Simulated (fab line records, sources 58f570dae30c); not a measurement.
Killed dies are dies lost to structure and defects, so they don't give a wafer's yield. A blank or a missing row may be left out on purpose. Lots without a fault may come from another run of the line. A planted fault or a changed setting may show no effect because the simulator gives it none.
fab line records | flow berkeley_cmos170
record lots=14 wafers=42 last_day=12
route steps=331 shown SILICIDE@214 CONTACT@217 M1@247
lots that met no fault: from a run of the same line without faults
start_h: hours from the record's first day to the start of the lot's first wafer shown | wait_h: hours since the lot's step before | " the same as in the row above | L1.1+2: a row that stands for several wafers | - no value, or no start given | * or withheld: withheld | < > ~ a bound
route shown NAME@n: a module of which the file shows steps, and the number in the route of the first | usual: mean/standard deviation of fault-free wafers | same: alike in all rows | chamber/n: place in a boat | sites: the reading at each site | _std_site: their standard deviation | _edge_site: outer sites' mean less inner sites' | radius_mm: how far each site lies from the wafer's centre | mask NAME#n: copy n | behind: the tool/chamber that last shaped the wafer | hold: why the lot was held/for how many hours/how that ended | device: the transistor (n, p or np) that didn't switch | end of line: the same wafers' tests at the end of the route | a step without rows: its recipe alone | killed: dies lost to structure and defects at the first sort, not the wafer's yield | map: a wafer's dies, x killed, . not, _ none there
set.NAME: the setting as run; set.NAME@STEP: as run at that earlier step | model.NAME: the simulator's own value behind a step, which no gauge read
steps of the route over a sample of lots; a table a step, a row a wafer
services: from which hour (start_h, from the record's first day; less than 0 if before it) a tool's chamber was out of use, for how many hours, and why
## steps
# step UCB170_SILICIDE_RTA_04
# recipe temp_c=650 time_s=15 ambient=N2
# usual lamp_power_pct=11.2/0.6 wafer_temp_C_max=653.0/0.6
# columns lot.wafer tool chamber start_h wait_h lamp_power_pct wafer_temp_C_max
L549.1 rtp_anneal-01 0 151.88 0.1 10.4 652.7
L549.2 " 0 " " 10.5 652.5
L549.3 " 0 " " 10.5 652.2
L550.1 rtp_anneal-02 0 152.28 0.1 11.7 652.4
L550.2 " 0 " " 11.7 652.8
L550.3 " 0 " " 11.7 652.8
L552.3 rtp_anneal-01 0 174.61 0.1 10.5 653.5
L552.4 " 0 " " 10.4 652.8
L552.6 " 0 " " 10.5 653.2
L551.2 rtp_anneal-02 0 174.80 0.1 11.7 652.1
L551.3 " 0 " " 11.7 653.7
L551.5 " 0 " " 11.7 653.6
L553.3 rtp_anneal-01 0 180.32 0.1 10.5 652.7
L553.5 " 0 " " 10.5 654.5
L553.6 " 0 " " 10.5 652.7
L556.1 rtp_anneal-01 0 201.09 0.1 10.5 652.6
L556.3 " 0 " " 10.5 653.0
L556.5 " 0 " " 10.5 653.1
L557.4 rtp_anneal-02 0 201.13 0.1 11.7 653.8
L557.5 " 0 " " 11.7 652.5
L557.6 " 0 " " 11.7 653.4
L558.1 rtp_anneal-02 0 201.31 0.1 11.7 653.2
L558.2 " 0 " " 11.7 652.2
L558.5 " 0 " " 11.7 651.9
L555.1 rtp_anneal-01 0 201.58 0.1 10.5 652.6
L555.4 " 0 " " 10.5 652.3
L555.6 " 0 " " 10.5 652.7
L560.3 rtp_anneal-01 0 204.94 0.1 10.5 652.1
L560.4 " 0 " " 10.5 652.4
L560.5 " 0 " " 10.5 653.1
L563.2 rtp_anneal-01 0 232.92 0.1 10.5 652.6
L563.4 " 0 " " 10.5 653.4
L563.5 " 0 " " 10.5 652.3
L562.2 rtp_anneal-02 0 233.47 0.1 11.7 653.0
L562.3 " 0 " " 11.7 652.8
L562.6 " 0 " " 11.7 652.7
L569.1 rtp_anneal-02 0 258.16 0.1 11.7 653.6
L569.4 " 0 " " 11.7 652.7
L569.6 " 0 " " 11.7 653.2
L572.4 rtp_anneal-02 0 266.37 0.1 11.7 652.5
L572.5 " 0 " " 11.7 653.3
L572.6 " 0 " " 11.7 652.5
# step UCB170_CONTACT_CVD_01
# recipe material=PSG target_thk_nm=700 temp_c=450 precursor=SiH4/O2/PH3 time_s=2820 pressure_mtorr=300 sih4_flow_sccm=60 o2_flow_sccm=90 ph3_flow_sccm=25
# usual pressure_mtorr=299.9/0.61
# columns lot.wafer tool chamber start_h wait_h pressure_mtorr
L549.1 lpcvd-02 0 152.15 0.0 299.4
L549.2 " 0 " " 300.1
L549.3 " 0 " " 300.2
L550.1 lpcvd-02 1 153.93 0.2 298.6
L550.2 " 1 " " 299.8
L550.3 " 1 " " 299.7
L552.3 lpcvd-02 1 174.87 0.0 299.3
L552.4 " 1 " " 300.7
L552.6 " 1 " " 299.7
L551.2 lpcvd-01 1 175.08 0.0 299.6
L551.3 " 1 " " 298.8
L551.5 " 1 " " 301.1
L553.3 lpcvd-02 0 180.58 0.0 300.0
L553.5 " 0 " " 300.0
L553.6 " 0 " " 300.3
L556.1 lpcvd-01 0 201.38 0.0 300.2
L556.3 " 0 " " 301.1
L556.5 " 0 " " 301.0
L557.4 lpcvd-01 0 201.38 0.0 301.3
L557.5 " 0 " " 299.7
L557.6 " 0 " " 300.9
L558.1 lpcvd-02 1 201.60 0.0 300.4
L558.2 " 1 " " 300.4
L558.5 " 1 " " 300.1
L555.1 lpcvd-01 0 203.16 1.3 299.8
L555.4 " 0 " " 299.3
L555.6 " 0 " " 299.3
L560.3 lpcvd-01 0 206.73 1.5 300.2
L560.4 " 0 " " 300.2
L560.5 " 0 " " 299.7
L563.2 lpcvd-02 1 233.18 0.0 299.5
L563.4 " 1 " " 300.3
L563.5 " 1 " " 299.7
L562.2 lpcvd-01 1 233.73 0.0 299.0
L562.3 " 1 " " 299.9
L562.6 " 1 " " 298.9
L569.1 lpcvd-01 0 258.43 0.0 299.3
L569.4 " 0 " " 299.7
L569.6 " 0 " " 299.7
L572.4 lpcvd-01 0 269.19 2.6 301.3
L572.5 " 0 " " 299.2
L572.6 " 0 " " 299.9
# step UCB170_CONTACT_THK_MEAS_02
# recipe reads=PSG_of_CONTACT_CVD_01
# usual CONTACT_PSG_THK=702/5.7
# columns lot.wafer tool chamber start_h wait_h CONTACT_PSG_THK[nm]
L549.1 film_metro-04 - 153.93 0.0 701
L549.2 " - " " 696
L549.3 " - " " 698
L550.1 film_metro-02 - 155.72 0.0 705
L550.2 " - " " 712
L550.3 " - " " 710
L552.3 film_metro-04 - 176.67 0.0 698
L552.4 " - " " 705
L552.6 " - " " 703
L551.2 film_metro-02 - 176.88 0.0 700
L551.3 " - " " 699
L551.5 " - " " 704
L553.3 film_metro-01 - 182.38 0.0 692
L553.5 " - " " 701
L553.6 " - " " 704
L556.1 film_metro-02 - 203.16 0.0 700
L556.3 " - " " 699
L556.5 " - " " 701
L557.4 film_metro-04 - 203.19 0.0 702
L557.5 " - " " 701
L557.6 " - " " 706
L558.1 film_metro-01 - 203.38 0.0 876
L558.2 " - " " 876
L558.5 " - " " 880
L555.1 film_metro-01 - 204.95 0.0 704
L555.4 " - " " 711
L555.6 " - " " 706
L560.3 film_metro-01 - 208.53 0.0 701
L560.4 " - " " 703
L560.5 " - " " 704
L563.2 film_metro-01 - 234.98 0.0 876
L563.4 " - " " 877
L563.5 " - " " 881
L562.2 film_metro-02 - 235.53 0.0 703
L562.3 " - " " 704
L562.6 " - " " 707
L569.1 film_metro-02 - 261.10 0.0 720
L569.4 " - " " 720
L569.6 " - " " 717
L572.4 film_metro-02 - 271.89 0.0 692
L572.5 " - " " 699
L572.6 " - " " 693
# step UCB170_CONTACT_ETCH_17
# recipe chemistry=N2/H2 target_depth_a=withheld overetch_a=withheld target=BARC time_s=withheld source_w=500 bias_w=100 pressure_mtorr=30 n2_flow_sccm=100 h2_flow_sccm=200
# usual chamber_pressure_mTorr=30.004/0.027 drypump_motor_current_A=5.9/0.53 n2_flow_sccm=100.00/0.29 oes_product_au=0.994/0.02 throttle_valve_pct=13.29/0.18
# columns lot.wafer tool chamber start_h wait_h chamber_pressure_mTorr drypump_motor_current_A n2_flow_sccm oes_product_au throttle_valve_pct
L549.1 rie_diel-04 2 155.91 0.0 30.015 6.0 99.97 1.052 13.52
L549.2 " 3 " " 29.983 5.8 100.18 1.020 13.35
L549.3 " 0 " " 29.980 5.9 100.02 1.007 13.29
L550.1 rie_diel-02 2 157.87 0.0 29.965 6.2 99.58 0.958 13.03
L550.2 " 0 " " 29.942 6.5 99.66 0.994 12.92
L550.3 " 3 " " 29.983 6.3 99.89 1.003 13.19
L552.3 rie_diel-04 0 178.63 0.0 29.944 5.9 100.08 1.006 13.31
L552.4 " 3 " " 30.028 5.8 99.52 1.014 13.36
L552.6 " 1 " " 30.006 4.7 100.19 0.978 13.57
L551.2 rie_diel-01 3 178.87 0.0 30.028 5.3 99.85 1.002 13.39
L551.3 " 0 " " 30.027 5.9 100.38 0.989 13.20
L551.5 " 2 " " 29.974 6.8 99.91 0.991 13.24
L553.3 rie_diel-02 2 185.91 0.0 30.004 6.2 99.78 0.968 13.04
L553.5 " 2 " " 30.004 6.2 100.29 0.964 13.04
L553.6 " 1 " " 30.012 5.8 100.02 1.033 13.43
L556.1 rie_diel-01 2 205.81 0.0 29.968 6.8 99.87 0.979 13.22
L556.3 " 1 " " 30.012 5.4 100.55 0.973 13.19
L556.5 " 2 " " 30.042 6.8 99.72 0.977 13.25
L557.4 rie_diel-02 0 206.00 0.0 30.081 6.6 100.21 0.990 12.94
L557.5 " 2 " " 29.982 6.2 100.67 0.955 13.02
L557.6 " 1 " " 30.025 5.8 99.89 1.008 13.41
L558.1 rie_diel-04 0 206.08 0.0 29.986 5.9 100.18 0.989 13.30
L558.2 " 1 " " 30.005 4.8 100.35 0.987 13.60
L558.5 " 3 " " 30.005 5.8 100.32 1.020 13.36
L555.1 rie_diel-01 2 207.30 0.0 30.015 6.8 99.33 0.977 13.24
L555.4 " 3 " " 30.004 5.3 99.87 0.990 13.39
L555.6 " 2 " " 29.998 6.8 99.88 0.981 13.24
L560.3 rie_diel-02 1 210.38 0.0 29.972 5.8 99.93 1.010 13.42
L560.4 " 2 " " 30.025 6.2 100.05 0.964 13.04
L560.5 " 1 " " 29.981 5.8 99.91 1.015 13.42
L563.2 rie_diel-02 1 237.15 0.0 29.964 5.8 100.05 1.014 13.42
L563.4 " 0 " " 29.994 6.6 100.53 0.992 12.94
L563.5 " 2 " " 30.041 6.2 99.78 0.962 13.01
L562.2 rie_diel-04 1 237.64 0.0 29.980 4.8 99.80 0.981 13.58
L562.3 " 0 " " 30.010 5.9 99.78 0.992 13.30
L562.6 " 0 " " 29.997 5.8 99.85 1.001 13.29
L569.1 rie_diel-02 1 263.26 0.0 30.039 5.8 99.49 1.019 13.42
L569.4 " 2 " " 29.997 6.2 99.90 0.973 13.04
L569.6 " 1 " " 29.944 5.8 99.79 1.023 13.42
L572.4 rie_diel-04 1 273.93 0.0 30.011 4.7 99.70 0.978 13.58
L572.5 " 1 " " 29.997 4.8 99.84 0.986 13.59
L572.6 " 2 " " 29.992 6.0 100.16 1.010 13.55
# step UCB170_CONTACT_ETCH_18
# recipe chemistry=CHF3/CF4/Ar target=PSG stop_on=TiSi2 CHF3_flow_sccm=45 cf4_flow_sccm=15 Ar_flow_sccm=150 pressure_mtorr=200 rf_w=700 target_depth_a=8400 over_etch_frac=0.2066 time_s=195
# usual chamber_pressure_mTorr=200.01/0.18 drypump_motor_current_A=5.9/0.53 oes_product_au=0.884/0.012 throttle_valve_pct=6.93/0.12
# columns lot.wafer tool chamber start_h wait_h chamber_pressure_mTorr drypump_motor_current_A oes_product_au rf_hours_counter_h throttle_valve_pct
L549.1 rie_diel-04 2 - - 199.90 6.0 0.912 151 7.08
L549.2 " 3 " " 200.05 5.8 0.885 58 6.86
L549.3 " 0 " " 200.13 5.8 0.869 15 6.97
L550.1 rie_diel-02 2 - - 200.06 6.2 0.876 51 6.83
L550.2 " 0 " " 199.99 6.6 0.887 13 6.70
L550.3 " 3 " " 200.27 6.3 0.886 18 6.81
L552.3 rie_diel-04 0 - - 200.07 5.8 0.873 16 6.97
L552.4 " 3 " " 199.95 5.8 0.899 - 6.86
L552.6 " 1 " " 199.85 4.8 0.890 - 7.15
L551.2 rie_diel-01 3 - - 200.30 5.3 0.867 20 6.92
L551.3 " 0 " " 199.81 5.9 0.891 29 6.92
L551.5 " 2 " " 199.98 6.8 0.891 - 6.93
L553.3 rie_diel-02 2 - - 199.94 6.2 0.863 51 6.83
L553.5 " 2 " " 200.08 6.2 0.885 - 6.83
L553.6 " 1 " " 200.12 5.8 0.906 - 7.04
L556.1 rie_diel-01 2 - - 200.07 6.8 0.887 142 6.91
L556.3 " 1 " " 200.10 5.4 0.881 64 6.87
L556.5 " 2 " " 200.06 6.8 0.888 - 6.92
L557.4 rie_diel-02 0 - - 199.95 6.6 0.886 15 6.72
L557.5 " 2 " " 199.92 6.2 0.881 - 6.83
L557.6 " 1 " " 199.75 5.8 0.912 - 7.04
L558.1 rie_diel-04 0 - - 199.99 5.8 0.997 18 6.97
L558.2 " 1 " " 199.82 4.8 0.990 104 7.16
L558.5 " 3 " " 200.03 5.8 1.004 - 6.87
L555.1 rie_diel-01 2 - - 200.24 6.8 0.893 142 6.94
L555.4 " 3 " " 200.19 5.3 0.874 21 6.93
L555.6 " 2 " " 200.17 6.8 0.895 - 6.93
L560.3 rie_diel-02 1 - - 200.07 5.8 0.899 113 7.03
L560.4 " 2 " " 200.10 6.2 0.880 53 6.83
L560.5 " 1 " " 200.13 5.8 0.903 - 7.05
L563.2 rie_diel-02 1 - - 200.01 5.8 1.009 115 7.06
L563.4 " 0 " " 199.81 6.6 0.988 16 6.72
L563.5 " 2 " " 199.99 6.2 0.966 - 6.83
L562.2 rie_diel-04 1 - - 200.35 4.8 0.896 106 7.15
L562.3 " 0 " " 199.82 5.8 0.876 20 6.96
L562.6 " 0 " " 199.81 5.8 0.871 - 6.97
L569.1 rie_diel-02 1 - - 199.69 5.8 0.911 116 7.02
L569.4 " 2 " " 200.22 6.2 0.893 56 6.82
L569.6 " 1 " " 199.85 5.8 0.910 - 7.04
L572.4 rie_diel-04 1 - - 200.36 4.8 0.884 107 7.15
L572.5 " 1 " " 199.90 4.7 0.887 - 7.16
L572.6 " 2 " " 199.96 6.0 0.869 - 7.08
# step UCB170_M1_CD_MEAS_09
# recipe target_cd_nm=700
# usual cd_nm=700.5/1.4
# columns lot.wafer tool chamber start_h wait_h cd_nm
L549.1 cd_sem-01 - 157.99 - 700.7
L549.2 " - " " 698.3
L549.3 " - " " 699.8
L550.1 cd_sem-02 - 159.83 - 702.2
L550.2 " - " " 701.2
L550.3 " - " " 700.8
L552.3 cd_sem-01 - 180.45 - 702.3
L552.4 " - " " 702.0
L552.6 " - " " 701.4
L551.2 cd_sem-02 - 180.68 - 702.2
L551.3 " - " " 701.4
L551.5 " - " " 701.1
L553.3 cd_sem-01 - 187.90 - 698.3
L553.5 " - " " 697.2
L553.6 " - " " 699.4
L556.1 cd_sem-01 - 207.80 - 701.3
L556.3 " - " " 700.3
L556.5 " - " " 701.4
L557.4 cd_sem-02 - 208.53 - 701.3
L557.5 " - " " 699.6
L557.6 " - " " 700.4
L558.1 cd_sem-01 - 208.56 - 700.3
L555.1 cd_sem-01 - 209.11 - 701.7
L555.4 " - " " 702.5
L555.6 " - " " 702.1
L560.3 cd_sem-02 - 216.35 - 697.7
L560.4 " - " " 698.9
L560.5 " - " " 699.4
L563.5 cd_sem-02 - 239.00 - 699.1
L562.2 cd_sem-02 - 239.45 - 699.0
L562.3 " - " " 700.3
L562.6 " - " " 698.8
L569.1 cd_sem-02 - 265.04 - 697.3
L569.4 " - " " 699.6
L569.6 " - " " 698.7
L572.4 cd_sem-02 - 276.01 - 703.7
L572.5 " - " " 703.3
L572.6 " - " " 704.2
## services
# columns tool chamber start_h hours kind
rie_diel-04 0 137.20 10.8 repair
rtp_anneal-01 - 145.52 4.2 pm
lpcvd-02 - 148.83 0.5 repair
rie_diel-04 - 168.62 0.3 repair
rie_diel-04 2 173.31 - clean
rie_diel-04 2 173.31 13.6 scheduled_down
rie_diel-04 2 173.31 13.6 vent_cycle
rie_diel-04 - 188.62 0.2 repair
rie_diel-02 1 189.40 4.4 repair
lpcvd-01 - 195.75 0.6 repair
rtp_anneal-01 - 206.38 0.3 repair
rie_diel-01 2 217.69 - clean
rie_diel-01 2 217.69 15.9 scheduled_down
rie_diel-01 2 217.69 15.9 vent_cycle
rie_diel-04 - 261.44 4.3 pm
rie_diel-04 2 266.71 1.5 repair
## key
first_sign step=UCB170_CONTACT_THK_MEAS_02 reading=CONTACT_PSG_THK direction=up sigmas=31 usual=702 struck=878
effect step=UCB170_CONTACT_ETCH_18 reading=oes_product_au direction=up sigmas=9.2 usual=0.884 struck=0.992
met_at UCB170_CONTACT_CVD_01
struck_lots L558,L563
later_rows_left_out L558.2,L558.5,L563.2,L563.4
sort_left_out L558.1,L558.2,L558.5,L563.2,L563.4,L563.5
tester_left_out L558,L563
not_acting_at UCB170_SILICIDE_RTA_04,UCB170_CONTACT_ETCH_17,UCB170_M1_CD_MEAS_09
onset_between 180.58 201.60
fault kind=process_parameter_drift tool=lpcvd-02 chamber=- onset_h=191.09 steps=UCB170_CONTACT_CVD_01 channel=target_thk_nm offset=175 shape=step end_h=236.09 acts_in=these_recipes_only stated=700
# tester_left_out: of these lots the tester's yield and bins aren't shown, on N5 and GAA mostly nor the transistor test; their killed dies are dies lost to structure and defects alone, not to doping, threshold or leakage, so they don't give the yield
# sort_left_out: the simulated sort isn't trusted on such a fault, so these wafers' sort isn't shown, and their yield isn't known
# later_rows_left_out: the simulator's readings of these wafers behind a module that went badly wrong aren't trusted and aren't shown, but for the sort
